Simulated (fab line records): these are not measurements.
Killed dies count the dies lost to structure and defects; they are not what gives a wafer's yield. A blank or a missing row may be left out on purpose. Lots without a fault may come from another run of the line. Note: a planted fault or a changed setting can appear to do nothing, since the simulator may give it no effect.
fab line records	flow rit_cmos
record lots=6	wafers=18	last_day=7
route steps=202 shown REOX@99 NLDD@103 PLDD@114 SPACER@125 NSD@131 M1@202
lots that met no fault: taken from a fault-free run of the same line
start_h: hours from the record's opening day to when the first of the lot's shown wafers began	wait_h: hours elapsed since this lot's preceding step	" repeats the value in the row above	L1.1+2: one row covering several wafers at once	- no value present, or no start provided	* or withheld: withheld	< > ~ a bound
route shown NAME@n: names a module that has steps shown in the file, with the first one's number in the route	usual: average and standard deviation across the fault-free wafers	same: alike in all rows	chamber/n: place in a boat	sites: each site's reading	_std_site: the standard deviation of these	_edge_site: inner sites' mean taken away from outer sites' mean	radius_mm: how far each site lies from the wafer's centre	mask NAME#n: copy n	behind: the tool/chamber that last shaped the wafer	hold: why the lot was held/for how many hours/how that ended	device: whichever transistor did not switch (one of n, p or np)	end of line: at the end of the route, the tests of the same wafers	for a step that has no rows: nothing shown but its recipe	killed: not the wafer's yield, but the dies lost to structure and defects at the first sort	map: a wafer's dies, x killed, . not, _ none there
set.NAME: the setting that was run; set.NAME@STEP: the one run at that earlier step	model.NAME: the simulator's own value behind a step, which no gauge read
certain route steps with their lots: each step a table, each wafer a row
services: the hour from which a tool's chamber was out of use, counted from the record's first day as start_h (under 0 if before that day), plus the number of hours and why
## steps
# step RIT_REOX_CLEAN_01
# recipe chemistry=dHF	dilution=50:1	time_s=30
# step RIT_REOX_CLEAN_02
# recipe chemistry=SC2	mix=3:3:50	time_s=600	temp_c=75	dry=n2_spin
# step RIT_REOX_OXIDATION_03
# recipe temp_c=900	ambient=O2	target_thk_a=252	ox_time_s=5580
# step RIT_REOX_THK_MEAS_04
# recipe reads=SiO2_of_REOX_OXIDATION_03
# usual REOX_OXIDE_THK=25.3/0.47
lot.wafer	tool	chamber	start_h	wait_h	REOX_OXIDE_THK[nm]
L751.2	film_metro-04	-	44.86	0.0	24.8
L751.3	"	-	"	"	24.8
L751.4	"	-	"	"	25.0
L757.1	film_metro-04	-	74.60	0.0	25.8
L757.3	"	-	"	"	25.6
L757.6	"	-	"	"	25.8
L759.2	film_metro-02	-	86.49	0.0	25.1
L759.3	"	-	"	"	25.4
L759.4	"	-	"	"	25.4
L765.1	film_metro-01	-	113.47	0.0	25.8
L765.4	"	-	"	"	26.0
L765.6	"	-	"	"	25.9
L769.1	film_metro-04	-	132.47	0.0	25.8
L769.2	"	-	"	"	25.7
L769.4	"	-	"	"	25.6
L770.3	film_metro-01	-	140.27	0.0	25.3
L770.5	"	-	"	"	25.1
L770.6	"	-	"	"	25.0
# step RIT_NLDD_HMDS_00
# recipe prime_time_s=60	prime_temp_c=140
# step RIT_NLDD_COAT_01
# recipe resist=NOVOLAK	spin_rpm=3250	resist_thk_nm=1000
# step RIT_NLDD_SOFTBAKE_02
# recipe resist=NOVOLAK	temp_c=90	time_s=60
# step RIT_NLDD_EXPOSE_03
# recipe mask_id=M7	na=0.57	target_cd_nm=40700	dose_mj=250
# step RIT_NLDD_PEB_04
# recipe resist=NOVOLAK	temp_c=withheld	time_s=withheld
# step RIT_NLDD_DEVELOP_05
# recipe resist=NOVOLAK	develop_time_s=50	dev_temp_c=23
# step RIT_NLDD_OVL_MEAS_06
# usual NLDD_OVL=0.2/1.3
lot.wafer	tool	chamber	start_h	wait_h	NLDD_OVL[nm]
L751.2	overlay-01	-	45.87	-	2.3
L751.3	"	-	"	"	2.9
L751.4	"	-	"	"	2.5
L757.1	overlay-02	-	75.64	-	-0.8
L757.3	"	-	"	"	-0.9
L757.6	"	-	"	"	-4.5
L759.2	overlay-02	-	87.52	-	0.6
L759.3	"	-	"	"	0.9
L759.4	"	-	"	"	0.7
L765.1	overlay-02	-	114.38	-	-1.0
L765.4	"	-	"	"	-0.7
L765.6	"	-	"	"	0.6
L769.1	overlay-02	-	133.38	-	1.6
L769.2	"	-	"	"	0.2
L769.4	"	-	"	"	-2.1
L770.3	overlay-02	-	141.23	-	-0.3
L770.5	"	-	"	"	-1.8
L770.6	"	-	"	"	0.2
# step RIT_NLDD_HARDBAKE_07
# recipe resist=NOVOLAK	temp_c=140	time_s=60
# step RIT_NLDD_IMPLANT_08
# recipe species=P	energy_kev=20	dose_cm2=5e+14	tilt_deg=7
# usual dose_ions_cm2=5e+14/4.5e+11	end_station_pressure_torr=6.3e-06/3.2e-07	faraday_current_uA=1571/29
lot.wafer	tool	chamber	start_h	wait_h	dose_ions_cm2	end_station_pressure_torr	faraday_current_uA
L751.2	implanter-01	0	46.07	0.1	5.005e+14	6.5e-06	1562
L751.3	"	0	"	"	5.005e+14	6.1e-06	1579
L751.4	"	0	"	"	5.004e+14	6.2e-06	1599
L757.1	implanter-04	0	75.82	0.1	9.92e+13	5e-06	313
L757.3	"	0	"	"	1.002e+14	5.1e-06	312
L757.6	"	0	"	"	9.99e+13	5.5e-06	311
L759.2	implanter-04	0	87.73	0.1	1.003e+14	5.1e-06	316
L759.3	"	0	"	"	9.97e+13	4.9e-06	310
L759.4	"	0	"	"	1.001e+14	5.5e-06	316
L765.1	implanter-02	0	114.57	0.1	4.997e+14	6.4e-06	1580
L765.4	"	0	"	"	5.003e+14	6.4e-06	1599
L765.6	"	0	"	"	5.004e+14	6.6e-06	1596
L769.1	implanter-02	0	133.57	0.1	4.997e+14	5.8e-06	1512
L769.2	"	0	"	"	4.997e+14	6e-06	1578
L769.4	"	0	"	"	5.001e+14	6.3e-06	1534
L770.3	implanter-02	0	141.75	0.1	5.006e+14	6.3e-06	1549
L770.5	"	0	"	"	4.998e+14	6.1e-06	1552
L770.6	"	0	"	"	4.999e+14	5.9e-06	1516
# step RIT_NLDD_STRIP_09
# recipe chemistry=O2	time_s=180	resist=NOVOLAK	platen_temp_c=withheld	power_w=500	pressure_mtorr=4000	o2_flow_sccm=4000
# usual drypump_motor_current_A=6.1/0.39
lot.wafer	tool	chamber	start_h	wait_h	drypump_motor_current_A	rf_hours_counter_h
L751.2	plasma_asher-03	0	46.20	0.1	6.4	39
L751.3	"	0	"	"	6.5	-
L751.4	"	1	"	"	6.3	-
L757.1	plasma_asher-02	0	75.97	0.1	5.3	44
L757.3	"	0	"	"	5.3	-
L757.6	"	0	"	"	5.3	-
L759.2	plasma_asher-03	1	87.85	0.1	6.3	41
L759.3	"	1	"	"	6.3	-
L759.4	"	0	"	"	6.5	-
L765.1	plasma_asher-04	0	114.72	0.1	6.0	35
L765.4	"	1	"	"	6.1	-
L765.6	"	1	"	"	6.1	-
L769.1	plasma_asher-04	1	133.72	0.1	6.1	37
L769.2	"	0	"	"	6.0	37
L769.4	"	0	"	"	6.1	-
L770.3	plasma_asher-04	1	141.91	0.1	6.1	-
L770.5	"	1	"	"	6.2	-
L770.6	"	0	"	"	6.0	-
# step RIT_NLDD_TW_MEAS_10
# usual NLDD_TW=2510/24
lot.wafer	tool	chamber	start_h	wait_h	NLDD_TW
L751.2	film_metro-01	-	46.38	0.1	2528
L751.3	"	-	"	"	2533
L751.4	"	-	"	"	2532
L757.1	film_metro-02	-	76.15	0.1	1563
L757.3	"	-	"	"	1581
L757.6	"	-	"	"	1582
L759.2	film_metro-02	-	88.04	0.1	1572
L759.3	"	-	"	"	1562
L759.4	"	-	"	"	1564
L765.1	film_metro-02	-	114.90	0.1	2502
L765.4	"	-	"	"	2517
L765.6	"	-	"	"	2503
L769.1	film_metro-02	-	133.89	0.1	2528
L769.2	"	-	"	"	2527
L769.4	"	-	"	"	2528
L770.3	film_metro-03	-	142.05	0.1	2472
L770.5	"	-	"	"	2462
L770.6	"	-	"	"	2432
# step RIT_PLDD_HMDS_00
# recipe prime_time_s=60	prime_temp_c=140
# step RIT_PLDD_COAT_01
# recipe resist=NOVOLAK	spin_rpm=3250	resist_thk_nm=1000
# step RIT_PLDD_SOFTBAKE_02
# recipe resist=NOVOLAK	temp_c=90	time_s=60
# step RIT_PLDD_EXPOSE_03
# recipe mask_id=M8	na=0.57	target_cd_nm=40900	dose_mj=250
# step RIT_PLDD_PEB_04
# recipe resist=NOVOLAK	temp_c=withheld	time_s=withheld
# step RIT_PLDD_DEVELOP_05
# recipe resist=NOVOLAK	develop_time_s=50	dev_temp_c=23
# step RIT_PLDD_OVL_MEAS_06
# usual PLDD_OVL=0.5/1.6
lot.wafer	tool	chamber	start_h	wait_h	PLDD_OVL[nm]
L751.2	overlay-02	-	47.52	-	-0.9
L751.3	"	-	"	"	-0.8
L751.4	"	-	"	"	1.7
L757.1	overlay-02	-	77.18	-	2.1
L757.3	"	-	"	"	2.9
L757.6	"	-	"	"	2.3
L759.2	overlay-02	-	89.07	-	0.4
L759.3	"	-	"	"	0.9
L759.4	"	-	"	"	0.3
L765.1	overlay-01	-	115.83	-	-0.3
L765.4	"	-	"	"	-0.3
L765.6	"	-	"	"	-0.2
L769.1	overlay-01	-	134.80	-	4.3
L769.2	"	-	"	"	2.1
L769.4	"	-	"	"	3.6
L770.3	overlay-01	-	142.95	-	1.0
L770.5	"	-	"	"	3.1
L770.6	"	-	"	"	2.8
# step RIT_PLDD_HARDBAKE_07
# recipe resist=NOVOLAK	temp_c=140	time_s=60
# step RIT_PLDD_IMPLANT_08
# recipe species=BF2	energy_kev=20	dose_cm2=9e+14	tilt_deg=7
# step RIT_PLDD_STRIP_09
# recipe chemistry=O2	time_s=180	resist=NOVOLAK	platen_temp_c=withheld	power_w=500	pressure_mtorr=4000	o2_flow_sccm=4000
# usual drypump_motor_current_A=6.18/0.2
lot.wafer	tool	chamber	start_h	wait_h	drypump_motor_current_A	rf_hours_counter_h
L751.2	plasma_asher-04	1	47.85	0.1	6.13	26
L751.3	"	1	"	"	6.15	-
L751.4	"	0	"	"	6.04	-
L757.1	plasma_asher-01	0	77.52	0.1	6.30	44
L757.3	"	1	"	"	5.90	-
L757.6	"	0	"	"	6.35	-
L759.2	plasma_asher-03	0	89.40	0.1	6.46	41
L759.3	"	0	"	"	6.46	-
L759.4	"	1	"	"	6.31	-
L765.1	plasma_asher-01	1	116.21	0.1	5.89	48
L765.4	"	0	"	"	6.28	-
L765.6	"	1	"	"	5.90	-
L769.1	plasma_asher-01	0	135.14	0.1	6.30	50
L769.2	"	1	"	"	5.89	50
L769.4	"	1	"	"	5.90	-
L770.3	plasma_asher-01	1	143.33	0.1	5.90	-
L770.5	"	1	"	"	5.90	-
L770.6	"	0	"	"	6.35	-
# step RIT_PLDD_TW_MEAS_10
# usual PLDD_TW=2358/28
lot.wafer	tool	chamber	start_h	wait_h	PLDD_TW
L751.2	film_metro-01	-	48.04	0.1	2384
L751.3	"	-	"	"	2386
L751.4	"	-	"	"	2388
L757.1	film_metro-01	-	77.70	0.1	2374
L757.3	"	-	"	"	2403
L757.6	"	-	"	"	2384
L759.2	film_metro-03	-	89.58	0.1	2329
L759.3	"	-	"	"	2330
L759.4	"	-	"	"	2319
L765.1	film_metro-01	-	116.39	0.1	2382
L765.4	"	-	"	"	2374
L765.6	"	-	"	"	2376
L769.1	film_metro-01	-	135.31	0.1	2389
L769.2	"	-	"	"	2393
L769.4	"	-	"	"	2376
L770.3	film_metro-03	-	143.47	0.1	2322
L770.5	"	-	"	"	2313
L770.6	"	-	"	"	2314
# step RIT_SPACER_CLEAN_00
# recipe chemistry=SC1	mix=3:3:50	time_s=600	temp_c=75
# step RIT_SPACER_CLEAN_01
# recipe chemistry=dHF	dilution=50:1	time_s=30
# step RIT_SPACER_CLEAN_02
# recipe chemistry=SC2	mix=3:3:50	time_s=600	temp_c=75	dry=n2_spin
# step RIT_SPACER_CVD_03
# recipe material=Si3N4	target_thk_nm=250	temp_c=810	precursor=SiH2Cl2/NH3	time_s=3300	pressure_mtorr=300	sih2cl2_flow_sccm=60	nh3_flow_sccm=150
# step RIT_SPACER_THK_MEAS_04
# recipe reads=Si3N4_of_SPACER_CVD_03
# usual SPACER_NITRIDE_THK=249.2/2.5
lot.wafer	tool	chamber	start_h	wait_h	SPACER_NITRIDE_THK[nm]
L751.2	film_metro-04	-	52.07	0.0	247.5
L751.3	"	-	"	"	248.3
L751.4	"	-	"	"	248.5
L757.1	film_metro-03	-	80.04	0.0	250.1
L757.3	"	-	"	"	250.5
L757.6	"	-	"	"	251.9
L759.2	film_metro-04	-	92.90	0.0	249.5
L759.3	"	-	"	"	247.5
L759.4	"	-	"	"	249.0
L765.1	film_metro-04	-	118.73	0.0	244.7
L765.4	"	-	"	"	247.7
L765.6	"	-	"	"	247.5
L769.1	film_metro-04	-	139.25	0.0	248.6
L769.2	"	-	"	"	248.5
L769.4	"	-	"	"	247.8
L770.3	film_metro-04	-	145.90	0.0	244.7
L770.5	"	-	"	"	245.7
L770.6	"	-	"	"	246.0
# step RIT_SPACER_ETCHBACK_05
# recipe target_depth_a=2500	SF6_flow_sccm=30	CHF3_flow_sccm=30	target=Si3N4	chemistry=SF6/CHF3	pressure_mtorr=40	rf_w=250	time_s=240	stop_on=SiO2
# usual drypump_motor_current_A=5.8/0.47	oes_product_au=0.843/0.013	throttle_valve_pct=10.24/0.14
lot.wafer	tool	chamber	start_h	wait_h	drypump_motor_current_A	oes_product_au	rf_hours_counter_h	throttle_valve_pct
L751.2	rie_diel-04	1	52.12	0.0	5.8	0.827	32	10.18
L751.3	"	2	"	"	5.4	0.867	96	10.51
L751.4	"	0	"	"	4.7	0.817	83	10.19
L757.1	rie_diel-04	1	80.10	0.1	5.7	0.846	33	10.17
L757.3	"	0	"	"	4.7	0.828	83	10.19
L757.6	"	3	"	"	6.1	0.846	-	10.54
L759.2	rie_diel-02	1	92.95	0.0	6.5	0.854	132	10.13
L759.3	"	3	"	"	5.9	0.846	136	10.30
L759.4	"	2	"	"	5.5	0.849	72	10.14
L765.1	rie_diel-04	0	118.79	0.1	4.7	0.814	84	10.19
L765.4	"	2	"	"	5.4	0.867	97	10.52
L765.6	"	2	"	"	5.4	0.871	-	10.51
L769.1	rie_diel-02	2	139.31	0.1	5.6	0.844	73	10.14
L769.2	"	0	"	"	5.8	0.839	8	10.30
L769.4	"	3	"	"	5.9	0.839	137	10.30
L770.3	rie_diel-04	0	145.94	0.0	4.7	0.817	85	10.17
L770.5	"	0	"	"	4.7	0.811	-	10.20
L770.6	"	1	"	"	5.7	0.834	-	10.18
# step RIT_NSD_HMDS_00
# recipe prime_time_s=60	prime_temp_c=140
# step RIT_NSD_COAT_01
# recipe resist=NOVOLAK	spin_rpm=3250	resist_thk_nm=1000
# step RIT_NSD_SOFTBAKE_02
# recipe resist=NOVOLAK	temp_c=90	time_s=60
# step RIT_NSD_EXPOSE_03
# recipe mask_id=M9	na=0.57	target_cd_nm=40700	dose_mj=250
# step RIT_NSD_PEB_04
# recipe resist=NOVOLAK	temp_c=withheld	time_s=withheld
# step RIT_NSD_DEVELOP_05
# recipe resist=NOVOLAK	develop_time_s=50	dev_temp_c=23
# step RIT_NSD_OVL_MEAS_06
# usual NSD_OVL=1.1/1.3
lot.wafer	tool	chamber	start_h	wait_h	NSD_OVL[nm]
L751.2	overlay-01	-	53.13	-	0.8
L751.3	"	-	"	"	1.3
L751.4	"	-	"	"	2.5
L757.1	overlay-01	-	81.10	-	1.9
L757.3	"	-	"	"	1.8
L757.6	"	-	"	"	4.0
L759.2	overlay-01	-	94.08	-	0.9
L759.3	"	-	"	"	2.5
L759.4	"	-	"	"	1.3
L765.1	overlay-01	-	119.91	-	3.4
L765.4	"	-	"	"	1.3
L765.6	"	-	"	"	1.2
L769.1	overlay-02	-	140.43	-	2.1
L769.2	"	-	"	"	-1.4
L769.4	"	-	"	"	0.9
L770.3	overlay-01	-	146.95	-	0.0
L770.5	"	-	"	"	-2.7
L770.6	"	-	"	"	-0.2
# step RIT_NSD_HARDBAKE_07
# recipe resist=NOVOLAK	temp_c=140	time_s=60
# step RIT_NSD_IMPLANT_08
# recipe species=P	energy_kev=25	dose_cm2=1e+15	tilt_deg=7
# step RIT_NSD_STRIP_09
# recipe chemistry=O2	time_s=180	resist=NOVOLAK	platen_temp_c=withheld	power_w=500	pressure_mtorr=4000	o2_flow_sccm=4000
# usual drypump_motor_current_A=6.0/0.38
lot.wafer	tool	chamber	start_h	wait_h	drypump_motor_current_A	rf_hours_counter_h
L751.2	plasma_asher-02	0	53.46	0.1	5.3	41
L751.3	"	1	"	"	6.5	-
L751.4	"	0	"	"	5.3	-
L757.1	plasma_asher-04	0	81.43	0.1	6.0	30
L757.3	"	1	"	"	6.1	-
L757.6	"	1	"	"	6.2	-
L759.2	plasma_asher-01	1	94.41	0.1	5.9	46
L759.3	"	1	"	"	5.9	-
L759.4	"	0	"	"	6.3	-
L765.1	plasma_asher-02	0	120.25	0.1	5.3	50
L765.4	"	1	"	"	6.5	-
L765.6	"	1	"	"	6.5	-
L769.1	plasma_asher-02	1	140.77	0.1	6.5	52
L769.2	"	0	"	"	5.3	52
L769.4	"	0	"	"	5.3	-
L770.3	plasma_asher-02	1	147.33	0.1	6.5	-
L770.5	"	0	"	"	5.3	-
L770.6	"	1	"	"	6.5	-
# step RIT_SDANNEAL_RS_MEAS_07
# recipe thk_meas_gauge=four-point-probe
# usual NLDD_RS=151.6/0.58
lot.wafer	tool	chamber	start_h	wait_h	NLDD_RS[ohm/sq]
L751.2	film_metro-01	-	56.06	0.1	152.3
L751.3	"	-	"	"	152.2
L751.4	"	-	"	"	152.5
L757.1	film_metro-01	-	84.08	0.1	512.5
L757.3	"	-	"	"	505.5
L757.6	"	-	"	"	509.3
L759.2	film_metro-02	-	97.01	0.1	519.8
L759.3	"	-	"	"	521.3
L759.4	"	-	"	"	519.9
L765.1	film_metro-02	-	122.69	0.1	151.7
L765.4	"	-	"	"	151.5
L765.6	"	-	"	"	152.1
L769.1	film_metro-02	-	143.37	0.1	151.1
L769.2	"	-	"	"	150.6
L769.4	"	-	"	"	151.2
L770.3	film_metro-02	-	149.94	0.1	152.2
L770.5	"	-	"	"	151.7
L770.6	"	-	"	"	151.3
# step RIT_M1_PROBE_99
# usual killed_at_M0_to_M3=0.0/0.23	killed_at_contacts=0.1/0.34	killed_at_front_end=6.9/2.8	killed_dies=7.1/2.8	killed_open=3.4/1.9	killed_short=3.6/1.7
# same gross_dies=264	killed_at_M4_up=0	killed_at_back_side=0	killed_at_other=0
lot.wafer	tool	chamber	start_h	wait_h	killed_at_M0_to_M3	killed_at_contacts	killed_at_front_end	killed_dies	killed_open	killed_short
L751.2	prober-01	-	63.56	0.1	0	0	10	10	5	5
L751.3	prober-01	-	63.61	0.2	0	0	10	10	5	5
L751.4	prober-01	-	63.66	0.2	0	0	11	11	7	4
L757.1	prober-01	-	91.12	0.1	0	0	8	8	4	4
L757.3	prober-01	-	91.22	0.2	0	0	6	6	3	3
L757.6	prober-01	-	91.37	0.2	0	0	12	12	6	6
L759.2	prober-01	-	104.30	0.1	1	0	11	12	7	5
L759.3	prober-01	-	104.35	0.2	0	1	6	7	3	4
L759.4	prober-01	-	104.40	0.2	0	0	4	4	2	2
L765.1	prober-01	-	129.98	0.1	0	0	2	2	0	2
L765.4	prober-01	-	130.13	0.2	0	0	1	1	1	0
L765.6	prober-01	-	130.23	0.2	0	0	11	11	6	5
L769.1	prober-01	-	150.38	0.1	0	0	7	7	5	2
L769.2	prober-01	-	150.43	0.1	0	0	7	7	2	5
L769.4	prober-01	-	150.53	0.2	0	0	7	7	6	1
L770.3	prober-01	-	157.01	0.2	0	0	10	10	5	5
L770.5	prober-01	-	157.11	0.2	0	0	10	10	4	6
L770.6	prober-01	-	157.16	0.2	0	0	6	6	5	1
# killed by level:class
L751.2 GATE:geometric_particle:open=3 REOX:geometric_particle:open=2 SPACER:geometric_particle:short=2 SILICIDE:geometric_particle:short=2 REOX:geometric_particle:short=1
L751.3 GATE:geometric_particle:open=3 GATE:geometric_particle:short=2 SILICIDE:geometric_particle:open=2 FOX1:geometric_particle:short=1 REOX:geometric_particle:short=1 SPACER:geometric_particle:short=1
L751.4 REOX:geometric_particle:short=3 SILICIDE:geometric_particle:open=3 GATE:geometric_particle:open=2 REOX:geometric_particle:open=1 SPACER:geometric_particle:open=1 SPACER:geometric_particle:short=1
L757.1 FOX2:geometric_particle:open=2 FOX1:geometric_particle:short=1 FOX2:geometric_particle:short=1 GATE:geometric_particle:open=1 REOX:geometric_particle:short=1 SILICIDE:geometric_particle:short=1 SILICIDE:geometric_particle:open=1
L757.3 SPACER:geometric_particle:open=2 FOX1:geometric_particle:short=1 GATE:geometric_particle:open=1 REOX:geometric_particle:short=1 SILICIDE:geometric_particle:short=1
L757.6 GATE:geometric_particle:open=4 GATE:geometric_particle:short=3 SPACER:geometric_particle:open=2 FOX2:geometric_particle:short=1 REOX:geometric_particle:short=1 SILICIDE:geometric_particle:short=1
L759.2 FOX2:geometric_particle:open=2 FOX2:geometric_particle:short=2 GATE:geometric_particle:open=2 SPACER:geometric_particle:open=2 SILICIDE:geometric_particle:short=2 SILICIDE:geometric_particle:open=1 M1:geometric_particle:short=1
L759.3 FOX2:geometric_particle:open=1 GATE:geometric_particle:open=1 REOX:geometric_particle:short=1 SPACER:geometric_particle:short=1 SILICIDE:geometric_particle:open=1 SILICIDE:geometric_particle:short=1 CONTACT:geometric_particle:short=1
L759.4 REOX:geometric_particle:open=1 REOX:geometric_particle:short=1 SPACER:geometric_particle:open=1 SPACER:geometric_particle:short=1
L765.1 FOX1:geometric_particle:short=1 GATE:geometric_particle:short=1
L765.4 GATE:geometric_particle:open=1
L765.6 GATE:geometric_particle:short=4 GATE:geometric_particle:open=3 SPACER:geometric_particle:open=3 SPACER:geometric_particle:short=1
L769.1 GATE:geometric_particle:open=3 SILICIDE:geometric_particle:open=2 FOX2:geometric_particle:short=1 REOX:geometric_particle:short=1
L769.2 GATE:geometric_particle:short=3 FOX1:geometric_particle:open=1 FOX1:geometric_particle:short=1 GATE:geometric_particle:open=1 SILICIDE:geometric_particle:short=1
L769.4 GATE:geometric_particle:open=3 SILICIDE:geometric_particle:open=2 GATE:geometric_particle:short=1 REOX:geometric_particle:open=1
L770.3 GATE:geometric_particle:open=4 GATE:geometric_particle:short=3 REOX:geometric_particle:short=1 SPACER:geometric_particle:open=1 SILICIDE:geometric_particle:short=1
L770.5 GATE:geometric_particle:short=4 GATE:geometric_particle:open=2 FOX2:geometric_particle:open=1 SPACER:geometric_particle:open=1 SPACER:geometric_particle:short=1 SILICIDE:geometric_particle:short=1
L770.6 REOX:geometric_particle:open=3 FOX2:geometric_particle:open=1 GATE:geometric_particle:open=1 SILICIDE:geometric_particle:short=1
## services
tool	chamber	start_h	hours	kind
rie_diel-02	0	24.28	7.2	repair
rie_diel-02	-	37.99	14.6	pm
plasma_asher-02	-	40.67	2.8	pm
rie_diel-04	3	44.83	3.5	repair
plasma_asher-03	-	57.75	28.1	pm
implanter-02	-	63.05	8.7	repair
implanter-04	-	66.61	0.9	repair
implanter-02	-	71.75	4.6	pm
implanter-02	-	74.58	5.2	repair
rie_diel-04	2	79.64	9.2	repair
implanter-04	-	89.28	13.6	repair
implanter-04	-	92.22	3.7	repair
implanter-02	-	94.75	9.8	pm
rie_diel-04	1	96.51	3.7	repair
plasma_asher-03	-	105.49	1.6	repair
plasma_asher-03	-	108.75	9.0	pm
plasma_asher-03	0	108.75	9.0	vent_cycle
plasma_asher-03	1	108.75	9.0	vent_cycle
plasma_asher-01	-	111.83	4.1	repair
plasma_asher-03	0	117.75	-	clean
plasma_asher-03	1	117.75	-	clean
implanter-01	-	128.43	8.8	repair
## key
first_sign step=RIT_NLDD_IMPLANT_08	reading=dose_ions_cm2	direction=down	sigmas=99+	usual=5e+14	struck=9.99e+13
effect step=RIT_NLDD_IMPLANT_08	reading=faraday_current_uA	direction=down	sigmas=44	usual=1571	struck=313
effect step=RIT_NLDD_TW_MEAS_10	reading=NLDD_TW	direction=down	sigmas=38	usual=2510	struck=1571
effect step=RIT_SDANNEAL_RS_MEAS_07	reading=NLDD_RS	direction=up	sigmas=99+	usual=151.6	struck=514.7
met_at RIT_NLDD_IMPLANT_08
struck_wafers L757.1,L757.3,L757.6,L759.2,L759.3,L759.4
tester_left_out L757,L759
fault kind=process_parameter_drift	tool=implanter-04	chamber=-	onset_h=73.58	steps=RIT_NLDD_IMPLANT_08	channel=dose_cm2	offset=-4e+14	shape=step	end_h=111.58	acts_in=these_recipes_only	stated=5e+14
# tester_left_out: of these lots the tester's yield and bins aren't shown, on N5 and GAA mostly nor the transistor test; their killed dies are dies lost to structure and defects alone, not to doping, threshold or leakage, so they don't give the yield
